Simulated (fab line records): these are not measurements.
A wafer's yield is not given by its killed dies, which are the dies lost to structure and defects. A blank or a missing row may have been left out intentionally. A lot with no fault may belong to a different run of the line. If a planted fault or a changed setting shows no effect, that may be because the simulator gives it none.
Problem report, 8D (eight disciplines) form, completed by code ; flow berkeley_cmos170 ; the parts of the form that need people (team, actions taken, sign-off) are left out

== 1. WHAT IS WRONG ==
Wafers free of any fault read 75.47 ohm/sq (standard deviation 0.26) for PSD_RS at UCB170_SDANNEAL_RS_MEAS_02, against a mean of 83.40 ohm/sq on 6 wafers of 2 lots. Measured from the usual mean, that is +30 standard deviations.
The step: measures by four-point-probe.
Earliest sighting: wafer L456.2 on film_metro-02 at day 9 16:46. At this step, 42 wafers from 14 lots have a number in the record. The rule behind "out" and "out of limits": a value lying over 4 standard deviations away from the usual mean. The rest of the wafers with a number are treated as sound.

== 2. WHAT IT IS, WHAT IT ISN'T ==
question;is;is not
which readings at this step;PSD_RS;-
which lots;L456, L458;L445, L447, L448, L449, L450, L451, L452, L453, L454, L457, L464, L466
which wafers of those lots;all that have a number;-
read on which gauges;film_metro-01, film_metro-02;film_metro-03
when;from day 9 16:46;"up to then (27 sound wafers); but 9 sound wafers of L457, L464, L466 came after"

== 3. THE SUSPECTS, EACH WITH WHAT RULES IT OUT ==
Counting: any tool at a process step up to the reading is kept as a suspect provided that every lot that is out went through it and no sound lot did after the first of them.
- the gauge at UCB170_SDANNEAL_RS_MEAS_02 has been ruled out. Those wafers that are out were read across 2 gauges (film_metro-01, film_metro-02).
- rtp_anneal-02 at UCB170_SDANNEAL_RTA_01 (time 5 s): kept. It processed each lot that is out, first L456 at day 9 16:42, and no sound lot thereafter; up to then, the last sound lot it processed was L454 at day 9 04:36.
After counting, what remains is rtp_anneal-02 at UCB170_SDANNEAL_RTA_01.

== 4. THE CAUSE (what the simulator had put in) ==
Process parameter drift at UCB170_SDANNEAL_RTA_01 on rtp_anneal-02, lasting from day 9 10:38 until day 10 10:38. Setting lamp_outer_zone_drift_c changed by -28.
After counting, this tool was the only one left.

== 5. THE EFFECT CHAIN, in route order ==
One row per reading whose mean, taken over the struck wafers that have a number, lies over 3 standard deviations from the usual. Only readings whose record carries a usual standard deviation are examined. hours: median over the lots of the time between each lot's start at the first step of this table that gives one and its start at this step. sigmas: the change, counted in usual standard deviations.
hours;step;reading;usual;on struck wafers;change;sigmas
0;UCB170_SDANNEAL_RS_MEAS_02;PSD_RS;75.47 ohm/sq;83.40;+7.93;+30
0;UCB170_SDANNEAL_RS_MEAS_03;NSD_RS;37.27 ohm/sq;38.40;+1.13;+13
Later steps that measure or inspect, where all struck wafers having a row at the step show a number for every such reading and not one has moved that far: UCB170_SDANNEAL_RS_MEAS_04.

== 6. HOW IT WOULD HAVE BEEN CAUGHT EARLIER ==
6 hours passed between the start of the fault at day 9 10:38 and the first reading out of limits at a measuring or inspecting step in this record, taken at day 9 16:46.
No tool reading at UCB170_SDANNEAL_RTA_01 that has a usual standard deviation in the record was out on any struck wafer, so an alarm limit of 4 standard deviations on those readings would not have fired.
Of the lots that are out (2), L458 began UCB170_SDANNEAL_RTA_01 on rtp_anneal-02 after day 9 16:46. A tool hold placed at that time would have kept it from harm.
